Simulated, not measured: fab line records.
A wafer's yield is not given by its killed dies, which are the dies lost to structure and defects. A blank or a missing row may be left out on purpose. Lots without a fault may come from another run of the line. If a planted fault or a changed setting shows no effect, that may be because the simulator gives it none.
fab line records	flow berkeley_cmos170	part 1 of 2: steps 1 to 29 of 42
[record] lots = 5	wafers = 15	last_day = 13
route steps=331 shown M1@243 V1@254 M2@271
lots with no fault: from the same line, run without faults
start_h: the number of hours between the record's first day and the start of the first shown wafer of the lot	wait_h: how many hours have passed since the lot's step before this one	" same as the row above	L1.1+2: several wafers, shown together as one row	- no value, or no start given	* or withheld: withheld	< > ~ a bound
route shown NAME@n: names a module that has steps shown in the file, with the first one's number in the route	usual: mean and standard deviation over wafers with no fault	same: alike in all rows	chamber/n: place in a boat	sites: the reading at each site	_std_site: how widely they spread, as a standard deviation	_edge_site: inner sites' mean taken away from outer sites' mean	radius_mm: how far each site lies from the wafer's centre	mask NAME#n: copy n	behind: the most recent tool/chamber to have shaped the wafer	hold: cause of the lot's hold/its duration in hours/its outcome	device: whichever transistor did not switch (one of n, p or np)	end of line: tests run on the same wafers once the route is complete	for a step that has no rows: nothing shown but its recipe	killed: not the wafer's yield, but the dies lost to structure and defects at the first sort	map: the dies of a wafer, with x for killed, . for not killed, _ for no die there
set.NAME: setting as actually run; set.NAME@STEP: the setting as run at that earlier step	model.NAME: the simulator's own value behind a step, which no gauge read
lots at some steps of the route; a table a step, a row a wafer
services: a tool's chamber out of use, with start hour (start_h, from the record's first day; less than 0 if before it), hours out, and reason
[[steps]]
[step UCB170_M1_SOFTBAKE_05]
[recipe] resist = KrF	temp_c = 130	time_s = 60
lot.wafer	tool	chamber	start_h	wait_h
L074.1+2+6	litho_track-03	0	-	-
L083.3+5+6	litho_track-03	0	-	-
L089.3+4+5	litho_track-01	0	-	-
L095.2+3+5	litho_track-01	0	-	-
L094.3+4+6	litho_track-01	0	-	-
[step UCB170_M1_EXPOSE_06]
[recipe] mask_id = METAL1	target_cd_nm = 700	na = 0.5	sigma_outer = 0.6	source_shape = conventional	dose_mj = 21.34
lot.wafer	tool	chamber	start_h	wait_h	mask
L074.1+2+6	krf_scanner-02	0	180.64	-	METAL1#0
L083.3+5+6	krf_scanner-02	0	219.05	-	METAL1#0
L089.3+4+5	krf_scanner-02	0	253.86	-	METAL1#0
L095.2+3+5	krf_scanner-02	0	284.16	-	METAL1#0
L094.3+4+6	krf_scanner-01	0	286.14	-	METAL1#0
[step UCB170_M1_PEB_07]
[recipe] peb_temp_c = 130	peb_time_s = withheld	resist = KrF
lot.wafer	tool	chamber	start_h	wait_h
L074.1+2+6	litho_track-01	0	180.76	0.1
L083.3+5+6	litho_track-04	0	219.18	0.1
L089.3+4+5	litho_track-03	0	254.69	0.8
L095.2+3+5	litho_track-03	0	284.74	0.6
L094.3+4+6	litho_track-04	0	286.35	0.2
[step UCB170_M1_DEVELOP_08]
[recipe] developer = TMAH	develop_time_s = 45	resist = KrF	dev_temp_c = 21
lot.wafer	tool	chamber	start_h	wait_h
L074.1+2+6	litho_track-01	0	-	-
L083.3+5+6	litho_track-04	0	-	-
L089.3+4+5	litho_track-03	0	-	-
L095.2+3+5	litho_track-03	0	-	-
L094.3+4+6	litho_track-04	0	-	-
[step UCB170_M1_CD_MEAS_09]
[recipe] target_cd_nm = 700
[usual] cd_nm = 699.9/1.3
lot.wafer	tool	chamber	start_h	wait_h	cd_nm
L074.1	cd_sem-01	-	181.03	-	698.8
L074.2	"	-	"	"	699.4
L074.6	"	-	"	"	696.8
L083.3	cd_sem-01	-	219.44	-	699.2
L083.5	"	-	"	"	697.3
L083.6	"	-	"	"	698.7
L089.3	cd_sem-02	-	254.96	-	699.6
L089.4	"	-	"	"	701.3
L089.5	"	-	"	"	699.5
L095.2	cd_sem-02	-	285.10	-	699.7
L095.3	"	-	"	"	699.0
L095.5	"	-	"	"	699.9
L094.3	cd_sem-02	-	286.61	-	701.2
L094.4	"	-	"	"	700.2
L094.6	"	-	"	"	701.6
[step UCB170_M1_OVL_MEAS_10]
[usual] M1_OVL = -1/5.5
lot.wafer	tool	chamber	start_h	wait_h	M1_OVL[nm]
L074.1	overlay-01	-	181.15	0.1	-4
L074.2	"	-	"	"	-1
L074.6	"	-	"	"	-4
L083.3	overlay-02	-	219.54	0.1	-8
L083.5	"	-	"	"	-8
L083.6	"	-	"	"	-7
L089.3	overlay-01	-	255.05	0.1	3
L089.4	"	-	"	"	-6
L089.5	"	-	"	"	1
L095.2	overlay-02	-	285.21	0.1	-6
L095.3	"	-	"	"	-12
L095.5	"	-	"	"	1
L094.3	overlay-02	-	286.70	0.1	11
L094.4	"	-	"	"	8
L094.6	"	-	"	"	12
[step UCB170_M1_ETCH_11]
[recipe] chemistry = N2/H2	target_depth_a = withheld	overetch_a = withheld	target = BARC	time_s = withheld	source_w = 500	bias_w = 100	pressure_mtorr = 30	n2_flow_sccm = 100	h2_flow_sccm = 200
[usual] drypump_motor_current_A = 5.8/0.58	n2_flow_sccm = 99.98/0.29	oes_product_au = 0.994/0.028	throttle_valve_pct = 13.30/0.21
lot.wafer	tool	chamber	start_h	wait_h	drypump_motor_current_A	n2_flow_sccm	oes_product_au	throttle_valve_pct
L074.1	rie_diel-02	0	181.19	0.0	5.4	99.74	0.988	13.20
L074.2	"	2	"	"	5.7	100.00	1.022	13.26
L074.6	"	2	"	"	5.7	100.34	1.029	13.27
L083.3	rie_diel-02	2	219.56	0.0	5.7	100.13	1.033	13.26
L083.5	"	1	"	"	6.7	99.83	0.964	13.15
L083.6	"	0	"	"	5.4	99.97	0.989	13.20
L089.3	rie_diel-02	1	255.07	0.0	6.6	99.80	0.976	13.17
L089.4	"	2	"	"	5.7	100.21	1.042	13.27
L089.5	"	3	"	"	6.3	100.19	0.982	13.68
L095.2	rie_diel-02	2	285.24	0.0	5.7	100.09	1.020	13.28
L095.3	"	1	"	"	6.7	99.45	0.965	13.17
L095.5	"	1	"	"	6.6	98.97	0.962	13.16
L094.3	rie_diel-02	3	286.73	0.0	6.3	99.95	0.966	13.67
L094.4	"	0	"	"	5.4	100.23	1.016	13.21
L094.6	"	1	"	"	6.7	100.29	0.954	13.16
[step UCB170_M1_METAL_ETCH_12]
[recipe] chemistry = Cl2/BCl3	target = Al	stop_on = PSG	pressure_mtorr = 12	target_depth_a = 7800	over_etch_frac = 0.3	time_s = 130	icp_w = 600	bias_w = 120	Cl2_flow_sccm = 90	bcl3_flow_sccm = 45
[usual] drypump_motor_current_A = 5.73/0.27	he_backside_leak_sccm = 3.34/0.2	oes_product_au = 0.861/0.011	throttle_valve_pct = 24.3/0.36
lot.wafer	tool	chamber	start_h	wait_h	drypump_motor_current_A	he_backside_leak_sccm	oes_product_au	rf_hours_counter_h	throttle_valve_pct
L074.1	rie_metal-03	0	181.23	-	5.48	3.45	0.871	12	24.9
L074.2	"	1	"	"	5.28	2.95	0.869	0	24.5
L074.6	"	0	"	"	5.48	3.32	0.863	-	24.9
L083.3	rie_metal-01	0	219.65	-	5.74	3.17	0.837	-	23.8
L083.5	"	1	"	"	5.92	3.38	0.861	-	24.4
L083.6	"	0	"	"	5.77	3.20	0.836	-	23.8
L089.3	rie_metal-01	0	255.16	-	5.74	3.24	0.843	-	23.8
L089.4	"	1	"	"	5.92	3.29	0.860	-	24.4
L089.5	"	0	"	"	5.74	3.39	0.841	-	23.8
L095.2	rie_metal-01	0	285.28	-	5.74	3.09	0.840	1	23.8
L095.3	"	1	"	"	5.93	3.54	0.866	-	24.4
L095.5	"	1	"	"	5.94	3.72	0.864	-	24.4
L094.3	rie_metal-01	1	286.82	-	5.93	2.83	0.872	-	24.4
L094.4	"	0	"	"	5.74	3.19	0.847	-	23.8
L094.6	"	1	"	"	5.91	3.15	0.865	-	24.4
[step UCB170_M1_STRIP_13]
[recipe] chemistry = O2	power_w = 400	pressure_mtorr = 3500	platen_temp_c = withheld	o2_flow_sccm = 400	overash_fraction = 0.5
[usual] drypump_motor_current_A = 5.89/0.23	oes_product_au = 0.720/0.0043
lot.wafer	tool	chamber	start_h	wait_h	drypump_motor_current_A	oes_product_au	rf_hours_counter_h
L074.1	plasma_asher-02	0	181.36	0.1	5.71	0.724	9
L074.2	"	1	"	"	5.74	0.714	9
L074.6	"	1	"	"	5.77	0.716	-
L083.3	plasma_asher-02	0	219.77	0.1	5.73	0.723	-
L083.5	"	0	"	"	5.72	0.723	-
L083.6	"	1	"	"	5.76	0.721	-
L089.3	plasma_asher-01	1	255.28	0.1	5.75	0.716	-
L089.4	"	0	"	"	6.34	0.720	-
L089.5	"	1	"	"	5.77	0.724	-
L095.2	plasma_asher-02	1	285.41	0.1	5.74	0.716	20
L095.3	"	0	"	"	5.73	0.711	-
L095.5	"	1	"	"	5.74	0.723	-
L094.3	plasma_asher-01	1	286.94	0.1	5.72	0.720	-
L094.4	"	0	"	"	6.27	0.722	-
L094.6	"	0	"	"	6.31	0.721	-
[step UCB170_M1_CD_MEAS_90]
[recipe] target_cd_nm = 700
[usual] cd_nm = 699.3/2.1
lot.wafer	tool	chamber	start_h	wait_h	cd_nm
L074.1	cd_sem-02	-	181.46	0.1	700.6
L074.2	"	-	"	"	698.9
L074.6	"	-	"	"	697.7
L083.3	cd_sem-02	-	219.88	0.1	696.2
L083.5	"	-	"	"	695.4
L083.6	"	-	"	"	696.6
L089.3	cd_sem-01	-	255.39	0.1	700.7
L089.4	"	-	"	"	701.0
L089.5	"	-	"	"	700.1
L095.2	cd_sem-01	-	285.62	0.2	700.0
L095.3	"	-	"	"	698.8
L095.5	"	-	"	"	699.0
L094.3	cd_sem-02	-	287.04	0.1	699.5
L094.4	"	-	"	"	699.5
L094.6	"	-	"	"	700.7
[step UCB170_M1_ANNEAL_14]
[recipe] temp_c = 400	time_s = 1200	ambient = forming_gas
lot.wafer	tool	chamber	start_h	wait_h
L074.1+2+6	furnace-03	0	185.34	3.9
L083.3+5+6	furnace-03	0	219.96	0.1
L089.3+4+5	furnace-03	0	255.47	0.1
L095.2+3+5	furnace-03	0	286.89	1.3
L094.3+4+6	furnace-03	0	288.23	1.2
[step UCB170_V1_CVD_00]
[recipe] material = SiO2	target_thk_nm = 2000	temp_c = 390	precursor = TEOS/O2	time_s = 257.1	rf_w = 550	pressure_mtorr = 9000
[usual] heater_power_w = 270/49
lot.wafer	tool	chamber	start_h	wait_h	heater_power_w
L074.1	pecvd-02	0	186.67	0.0	320
L074.2	"	2	"	"	373
L074.6	"	0	"	"	224
L083.3	pecvd-01	2	221.29	0.0	316
L083.5	"	0	"	"	291
L083.6	"	1	"	"	211
L089.3	pecvd-04	2	256.80	0.0	343
L089.4	"	0	"	"	224
L089.5	"	2	"	"	245
L095.2	pecvd-04	0	288.23	0.0	234
L095.3	"	2	"	"	269
L095.5	"	2	"	"	335
L094.3	pecvd-01	1	289.56	0.0	258
L094.4	"	0	"	"	291
L094.6	"	1	"	"	209
[step UCB170_V1_THK_MEAS_01]
[recipe] reads = SiO2_of_V1_CVD_00
[usual] V1_TEOS_THK = 2053/26
lot.wafer	tool	chamber	start_h	wait_h	V1_TEOS_THK[nm]
L074.1	film_metro-01	-	186.83	0.1	2033
L074.2	"	-	"	"	2001
L074.6	"	-	"	"	2081
L083.3	film_metro-01	-	221.46	0.1	2005
L083.5	"	-	"	"	2095
L083.6	"	-	"	"	2093
L089.3	film_metro-02	-	256.98	0.1	2066
L089.4	"	-	"	"	2052
L089.5	"	-	"	"	2082
L095.2	film_metro-02	-	288.39	0.1	2042
L095.3	"	-	"	"	2005
L095.5	"	-	"	"	2079
L094.3	film_metro-02	-	289.74	0.1	2021
L094.4	"	-	"	"	2058
L094.6	"	-	"	"	2061
[step UCB170_V1_CMP_02]
[recipe] material = SiO2	down_force_psi = 6	platen_rpm = 60	pad_velocity_m_s = 0.75398
[usual] motor_current_A = 15.5/1.5
lot.wafer	tool	chamber	start_h	wait_h	motor_current_A
L074.2	cmp-01	2	186.89	0.0	15.5
L074.1	"	3	"	"	16.5
L074.6	"	2	"	"	14.9
L083.3	cmp-01	0	221.50	0.0	13.9
L083.6	"	0	"	"	14.8
L083.5	"	1	"	"	17.4
L089.4	cmp-02	0	257.07	0.1	18.0
L089.3	"	1	"	"	12.9
L089.5	"	3	"	"	14.1
L095.3	cmp-02	2	288.49	0.1	14.8
L095.2	"	3	"	"	14.6
L095.5	"	1	"	"	13.9
L094.3	cmp-02	2	289.83	0.1	14.7
L094.4	"	0	"	"	17.3
L094.6	"	2	"	"	16.5
[step UCB170_V1_BOW_MEAS_03]
[recipe] mode = bow
[usual] V1_BOW = 20/6.6
lot.wafer	tool	chamber	start_h	wait_h	V1_BOW[um]
L074.1	film_metro-01	-	187.19	0.2	16
L074.2	"	-	"	"	11
L074.6	"	-	"	"	14
L083.3	film_metro-02	-	221.84	0.3	33
L083.5	"	-	"	"	8
L083.6	"	-	"	"	22
L089.3	film_metro-01	-	257.36	0.2	6
L089.4	"	-	"	"	17
L089.5	"	-	"	"	26
L095.2	film_metro-03	-	288.76	0.2	31
L095.3	"	-	"	"	12
L095.5	"	-	"	"	29
L094.3	film_metro-01	-	290.12	0.2	10
L094.4	"	-	"	"	26
L094.6	"	-	"	"	21
[step UCB170_V1_THK_MEAS_04]
[recipe] reads = SiO2_of_V1_CVD_00
[usual] V1_POLISHED_THK = 999.6/1.1
lot.wafer	tool	chamber	start_h	wait_h	V1_POLISHED_THK[nm]
L074.1	film_metro-01	-	187.31	0.1	1000.1
L074.2	"	-	"	"	1000.2
L074.6	"	-	"	"	999.7
L083.3	film_metro-02	-	221.94	0.1	998.3
L083.5	"	-	"	"	998.5
L083.6	"	-	"	"	999.0
L089.3	film_metro-01	-	257.46	0.1	996.5
L089.4	"	-	"	"	999.0
L089.5	"	-	"	"	997.8
L095.2	film_metro-03	-	288.87	0.1	1000.2
L095.3	"	-	"	"	1000.3
L095.5	"	-	"	"	999.5
L094.3	film_metro-01	-	290.22	0.1	1000.4
L094.4	"	-	"	"	1001.0
L094.6	"	-	"	"	1000.9
[step UCB170_V1_CLEAN_05]
[recipe] chemistry = DIW
lot.wafer	tool	chamber	start_h	wait_h
L074.1+2+6	wet_bench-03	0	187.37	0.1
L083.3+5+6	wet_bench-04	1	221.98	0.0
L089.3+4+5	wet_bench-04	1	258.82	1.4
L095.2+3+5	wet_bench-03	1	288.92	0.0
L094.3+4+6	wet_bench-04	2	290.26	0.0
[step UCB170_V1_HMDS_06]
[recipe] prime_time_s = 60	prime_temp_c = 100
[usual] prime_temp_c = 100.03/0.13
lot.wafer	tool	chamber	start_h	wait_h	prime_temp_c
L074.1	litho_track-02	0	188.23	0.7	99.86
L074.2	"	0	"	"	99.72
L074.6	"	0	"	"	99.67
L083.3	litho_track-03	0	222.21	0.1	99.99
L083.5	"	0	"	"	100.26
L083.6	"	0	"	"	100.15
L089.3	litho_track-04	0	259.10	0.1	100.20
L089.4	"	0	"	"	100.18
L089.5	"	0	"	"	100.15
L095.2	litho_track-02	0	289.27	0.2	100.00
L095.3	"	0	"	"	99.77
L095.5	"	0	"	"	99.95
L094.3	litho_track-02	0	290.92	0.5	100.24
L094.4	"	0	"	"	99.87
L094.6	"	0	"	"	100.20
[step UCB170_V1_COAT_07]
[recipe] resist = KrF	spin_rpm = 1500	resist_thk_nm = 900
lot.wafer	tool	chamber	start_h	wait_h
L074.1+2+6	litho_track-02	0	188.38	0.1
L083.3+5+6	litho_track-03	0	222.36	0.1
L089.3+4+5	litho_track-04	0	259.25	0.1
L095.2+3+5	litho_track-02	0	289.42	0.1
L094.3+4+6	litho_track-02	0	291.07	0.1
[step UCB170_V1_SOFTBAKE_08]
[recipe] resist = KrF	temp_c = 130	time_s = 60
lot.wafer	tool	chamber	start_h	wait_h
L074.1+2+6	litho_track-02	0	188.53	0.1
L083.3+5+6	litho_track-03	0	222.51	0.1
L089.3+4+5	litho_track-04	0	259.40	0.1
L095.2+3+5	litho_track-02	0	289.57	0.1
L094.3+4+6	litho_track-02	0	291.22	0.1
[step UCB170_V1_EXPOSE_09]
[recipe] mask_id = VIA1	target_cd_nm = 700	na = 0.5	sigma_outer = 0.6	source_shape = conventional	dose_mj = 37
lot.wafer	tool	chamber	start_h	wait_h	mask
L074.1+2+6	krf_scanner-01	0	188.81	0.2	VIA1#0
L083.3+5+6	krf_scanner-01	0	222.65	0.1	VIA1#0
L089.3+4+5	krf_scanner-02	0	259.66	0.2	VIA1#0
L095.2+3+5	krf_scanner-01	0	289.84	0.2	VIA1#0
L094.3+4+6	krf_scanner-02	0	291.49	0.2	VIA1#0
[step UCB170_V1_PEB_10]
[recipe] peb_temp_c = 130	peb_time_s = withheld	resist = KrF
lot.wafer	tool	chamber	start_h	wait_h
L074.1+2+6	litho_track-03	0	188.94	0.1
L083.3+5+6	litho_track-02	0	222.78	0.1
L089.3+4+5	litho_track-02	0	260.26	0.6
L095.2+3+5	litho_track-02	0	290.62	0.8
L094.3+4+6	litho_track-04	0	291.80	0.3
[step UCB170_V1_DEVELOP_11]
[recipe] developer = TMAH	develop_time_s = 45	resist = KrF	dev_temp_c = 21
lot.wafer	tool	chamber	start_h	wait_h
L074.1+2+6	litho_track-03	0	-	-
L083.3+5+6	litho_track-02	0	-	-
L089.3+4+5	litho_track-02	0	-	-
L095.2+3+5	litho_track-02	0	-	-
L094.3+4+6	litho_track-04	0	-	-
[step UCB170_V1_CD_MEAS_12]
[recipe] target_cd_nm = 700
[usual] cd_nm = 700.3/1.3
lot.wafer	tool	chamber	start_h	wait_h	cd_nm
L074.1	cd_sem-01	-	189.21	-	700.3
L074.2	"	-	"	"	699.9
L074.6	"	-	"	"	698.5
L083.3	cd_sem-02	-	223.04	-	701.3
L083.5	"	-	"	"	702.1
L083.6	"	-	"	"	700.4
L089.3	cd_sem-01	-	260.52	-	701.5
L089.4	"	-	"	"	699.5
L089.5	"	-	"	"	700.5
L095.2	cd_sem-01	-	290.89	-	699.9
L095.3	"	-	"	"	699.4
L095.5	"	-	"	"	701.4
L094.3	cd_sem-02	-	292.06	-	699.1
L094.4	"	-	"	"	699.6
L094.6	"	-	"	"	698.7
[step UCB170_V1_OVL_MEAS_13]
[usual] V1_OVL = -1/6.4
lot.wafer	tool	chamber	start_h	wait_h	V1_OVL[nm]
L074.1	overlay-02	-	189.33	0.1	-1
L074.2	"	-	"	"	-9
L074.6	"	-	"	"	1
L083.3	overlay-01	-	223.13	0.1	3
L083.5	"	-	"	"	5
L083.6	"	-	"	"	0
L089.3	overlay-02	-	260.61	0.1	-13
L089.4	"	-	"	"	-6
L089.5	"	-	"	"	-16
L095.2	overlay-01	-	291.00	0.1	1
L095.3	"	-	"	"	-6
L095.5	"	-	"	"	0
L094.3	overlay-01	-	292.15	0.1	5
L094.4	"	-	"	"	-5
L094.6	"	-	"	"	-4
[step UCB170_V1_ETCH_14]
[recipe] chemistry = CHF3/CF4/Ar	target = SiO2	stop_on = Al	CHF3_flow_sccm = 45	cf4_flow_sccm = 15	Ar_flow_sccm = 150	pressure_mtorr = 200	rf_w = 700	target_depth_a = 12500	over_etch_frac = 0.25	time_s = 291
[usual] CHF3_flow_sccm = 44.99/0.12	drypump_motor_current_A = 5.7/0.54	oes_product_au = 0.868/0.013	throttle_valve_pct = 6.94/0.13
lot.wafer	tool	chamber	start_h	wait_h	CHF3_flow_sccm	drypump_motor_current_A	oes_product_au	rf_hours_counter_h	throttle_valve_pct
L074.1	rie_diel-02	0	189.37	0.0	45.00	5.4	0.846	132	6.93
L074.2	"	3	"	"	45.15	6.3	0.856	12	7.14
L074.6	"	3	"	"	45.12	6.3	0.849	-	7.16
L083.3	rie_diel-01	2	223.16	0.0	45.02	5.8	0.874	11	6.67
L083.5	"	3	"	"	44.89	4.9	0.880	-	6.96
L083.6	"	0	"	"	44.79	5.9	0.875	-	6.94
L089.3	rie_diel-01	3	260.64	0.0	45.07	4.9	0.881	25	6.97
L089.4	"	3	"	"	44.98	4.9	0.880	-	6.96
L089.5	"	2	"	"	45.00	5.8	0.874	-	6.68
L095.2	rie_diel-03	0	291.03	0.0	44.99	5.4	0.885	32	6.99
L095.3	"	2	"	"	45.13	6.4	0.849	73	7.03
L095.5	"	3	"	"	45.00	5.9	0.850	-	6.86
L094.3	rie_diel-02	1	292.18	0.0	44.92	6.6	0.862	5	6.82
L094.4	"	0	"	"	44.98	5.4	0.878	0	6.93
L094.6	"	1	"	"	44.76	6.6	0.870	-	6.81
[step UCB170_V1_STRIP_15]
[recipe] chemistry = O2	power_w = 400	pressure_mtorr = 3500	platen_temp_c = withheld	o2_flow_sccm = 400	overash_fraction = 0.5
[usual] drypump_motor_current_A = 5.92/0.23	oes_product_au = 0.722/0.0045	strip_time_to_endpoint_s = 15.34/0.12
lot.wafer	tool	chamber	start_h	wait_h	drypump_motor_current_A	oes_product_au	rf_hours_counter_h	strip_time_to_endpoint_s
L074.1	plasma_asher-04	0	189.55	0.1	6.15	0.720	44	15.12
L074.2	"	1	"	"	6.06	0.719	44	15.25
L074.6	"	0	"	"	6.19	0.720	-	15.33
L083.3	plasma_asher-02	0	223.37	0.1	5.72	0.721	-	15.31
L083.5	"	0	"	"	5.71	0.720	-	15.40
L083.6	"	1	"	"	5.75	0.726	-	15.47
L089.3	plasma_asher-02	0	260.85	0.1	5.70	0.725	-	15.41
L089.4	"	1	"	"	5.78	0.721	-	15.46
L089.5	"	1	"	"	5.76	0.715	-	15.31
L095.2	plasma_asher-04	0	291.21	0.1	6.18	0.717	54	15.51
L095.3	"	1	"	"	6.06	0.723	-	15.49
L095.5	"	1	"	"	6.05	0.730	-	15.52
L094.3	plasma_asher-04	1	292.39	0.1	6.05	0.724	-	15.34
L094.4	"	0	"	"	6.12	0.721	-	15.34
L094.6	"	0	"	"	6.15	0.719	-	15.35
[step UCB170_V1_CD_MEAS_90]
[recipe] target_cd_nm = 700
[usual] cd_nm = 700.1/1.5
lot.wafer	tool	chamber	start_h	wait_h	cd_nm
L074.1	cd_sem-01	-	189.65	0.1	701.5
L074.2	"	-	"	"	698.3
L074.6	"	-	"	"	696.7
L083.3	cd_sem-02	-	223.47	0.1	701.4
L083.5	"	-	"	"	701.0
L083.6	"	-	"	"	700.6
L089.3	cd_sem-02	-	260.96	0.1	698.8
L089.4	"	-	"	"	698.3
L089.5	"	-	"	"	700.8
L095.2	cd_sem-02	-	291.33	0.1	699.8
L095.3	"	-	"	"	699.5
L095.5	"	-	"	"	699.9
L094.3	cd_sem-01	-	292.50	0.1	698.6
L094.4	"	-	"	"	699.7
L094.6	"	-	"	"	698.3
[step UCB170_M2_PRE_CLEAN_00]
[recipe] gas = Ar	preclean_etch_time_s = 60
lot.wafer	tool	chamber	start_h	wait_h
L074.1+2+6	pvd_sputter-01	-	189.77	0.1
L083.3+5+6	pvd_sputter-01	-	223.55	0.1
L089.3+4+5	pvd_sputter-04	-	261.04	0.1
L095.2+3+5	pvd_sputter-04	-	291.43	0.1
L094.3+4+6	pvd_sputter-02	-	292.58	0.1
